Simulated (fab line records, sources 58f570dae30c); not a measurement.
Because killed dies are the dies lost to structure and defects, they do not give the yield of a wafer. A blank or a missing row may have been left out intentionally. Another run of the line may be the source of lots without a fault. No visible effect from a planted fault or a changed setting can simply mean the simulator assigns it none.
What tool caused it? | flow berkeley-cmos170 | Sampling: 14 lots, 42 wafers, 2 of 331 route steps

## WHAT THE GAUGES READ, wafer by wafer
UCB170_SCREENOX_THK_MEAS_02. Usual: SCREENOX_OXIDE_THK 14.34 nm, standard deviation 0.26.
lot  | measured     | on            | SCREENOX_OXIDE_THK (nm) | flag
L346 | day 6 12:35  | film-metro-04 | 14.54 14.23 14.41       |
L349 | day 6 22:07  | film-metro-04 | 14.28 14.18 13.99       |
L351 | day 7 12:13  | film-metro-01 | 14.66 14.50 14.67       |
L352 | day 7 12:10  | film-metro-01 | 14.45 14.49 14.56       |
L353 | day 7 12:09  | film-metro-04 | 14.24 14.31 14.15       |
L354 | day 8 00:16  | film-metro-02 | 20.04 20.20 20.20       | OFF
L355 | day 8 00:15  | film-metro-01 | 20.36 20.26 20.09       | OFF
L356 | day 8 09:27  | film-metro-01 | 13.93 14.01 14.23       |
L360 | day 9 08:22  | film-metro-01 | 14.55 14.44 14.46       |
L363 | day 9 08:25  | film-metro-01 | 14.42 14.55 14.53       |
L366 | day 10 09:45 | film-metro-02 | 14.69 14.58 14.86       |
L367 | day 10 09:40 | film-metro-04 | 14.46 14.48 14.37       |
L368 | day 10 09:41 | film-metro-02 | 14.22 14.47 14.26       |
L369 | day 10 09:41 | film-metro-01 | 14.19 13.84 14.13       |

## EACH LOT AND THE TOOL THAT RAN IT (in order: tool; ch and the chambers of the sampled wafers; start)
lot  | UCB170_SCREENOX_OXIDATION_01
L346 | furnace-01 ch 0, day 6 10:55
L349 | furnace-04 ch 0, day 6 20:28
L351 | furnace-02 ch 0, day 7 10:28
L352 | furnace-02 ch 0, day 7 10:28
L353 | furnace-02 ch 0, day 7 10:28
L354 | furnace-02 ch 0, day 7 22:34
L355 | furnace-02 ch 0, day 7 22:34
L356 | furnace-04 ch 0, day 8 07:47
L360 | furnace-01 ch 0, day 9 06:41
L363 | furnace-01 ch 0, day 9 06:41
L366 | furnace-04 ch 0, day 10 08:00
L367 | furnace-04 ch 0, day 10 08:00
L368 | furnace-04 ch 0, day 10 08:00
L369 | furnace-04 ch 0, day 10 08:00
- UCB170_SCREENOX_OXIDATION_01: target thk 14.4 nm, ox time 2400 s.

## AS READ BY THE TOOLS THEMSELVES (means over the sampled wafers that have a number; for cases with no such wafer, the mark the record gives instead)
UCB170_SCREENOX_OXIDATION_01. Usual: spike-tc-centre-C 902.0 C, standard deviation 1.2; spike-tc-load-C 927 C, standard deviation 3; spike-tc-source-C 924 C, standard deviation 3.8; tube-center-temp-C 900 C, standard deviation 0.086; tube_center_temp_C_max 902.4, standard deviation 0.39.
lot  | tool       | spike-tc-centre-C (C) | spike-tc-load-C (C) | spike-tc-source-C (C) | tube-center-temp-C (C) | tube_center_temp_C_max | flag
L346 | furnace-01 | 901.4                 | 927                 | 926                   | 900                    | 902.4                  |
L349 | furnace-04 | 902.6                 | 929                 | 926                   | 900                    | 902.6                  |
L351 | furnace-02 | 901.3                 | 921                 | 917                   | 900                    | 902.8                  |
L352 | furnace-02 | 901.1                 | 921                 | 917                   | 900                    | 902.1                  |
L353 | furnace-02 | 901.4                 | 922                 | 917                   | 900                    | 902.3                  |
L354 | furnace-02 | 933.9                 | 954                 | 950                   | 932                    | 934.8                  | OFF
L355 | furnace-02 | 933.0                 | 953                 | 949                   | 932                    | 934.2                  | OFF
L356 | furnace-04 | 903.0                 | 929                 | 926                   | 900                    | 902.4                  |
L360 | furnace-01 | 901.6                 | 927                 | 926                   | 900                    | 902.1                  |
L363 | furnace-01 | 900.5                 | 927                 | 926                   | 900                    | 902.2                  |
L366 | furnace-04 | 902.3                 | 929                 | 925                   | 900                    | 902.4                  |
L367 | furnace-04 | 902.9                 | 928                 | 925                   | 900                    | 902.8                  |
L368 | furnace-04 | 902.9                 | 929                 | 924                   | 900                    | 902.6                  |
L369 | furnace-04 | 901.9                 | 929                 | 925                   | 900                    | 902.4                  |

## THE ANSWER, worked out from the rows above alone
Rule: a lot is off if the mean of its wafers that have a number lies more than 3 standard deviations from the usual mean. A lot without any number at a reading at which 4 lots or more have one is off too. Where the step has rows for the other lots, those lots are counted as sound. After the gauges, taken in route order, come the tools' own readings; for these a lot's mean is taken, as printed above. At the first step where some lot is off, the reading lying furthest off is the one used; lots without a number count as furthest.
Off: L354, L355, seen at UCB170_SCREENOX_THK_MEAS_02 (SCREENOX_OXIDE_THK).
A tool fits if, at a process step before that reading, it ran every lot that is off, and no sound lot after the first of them. The gauges at UCB170_SCREENOX_THK_MEAS_02 aren't tried: what is off there is off at UCB170_SCREENOX_OXIDATION_01 too, on other tools, and a gauge's error can't cause that. One fits: furnace-02 at UCB170_SCREENOX_OXIDATION_01. A fault onset in the window from L351 (day 7 10:28, its last sound lot) to L354 (day 7 22:34, its first lot off) fits.
The tool's own readings at UCB170_SCREENOX_OXIDATION_01 bear it out: on the lots that are off they differ by more than 5 times the standard deviation of the sound lots' means. spike-tc-centre-C reads 933.5 C there against 901.9 C on the sound lots; spike-tc-load-C reads 954 C there against 926 C on the sound lots; spike-tc-source-C reads 950 C there against 923 C on the sound lots; tube-center-temp-C reads 932 C there against 900 C on the sound lots; tube_center_temp_C_max reads 934.5 there against 902.4 on the sound lots.

## WHAT WAS PUT IN BY THE SIMULATOR
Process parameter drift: furnace-02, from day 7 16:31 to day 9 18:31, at UCB170_SCREENOX_OXIDATION_01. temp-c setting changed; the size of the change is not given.
Shown lots that were struck: L355, L354. This agrees with what the rule above found.
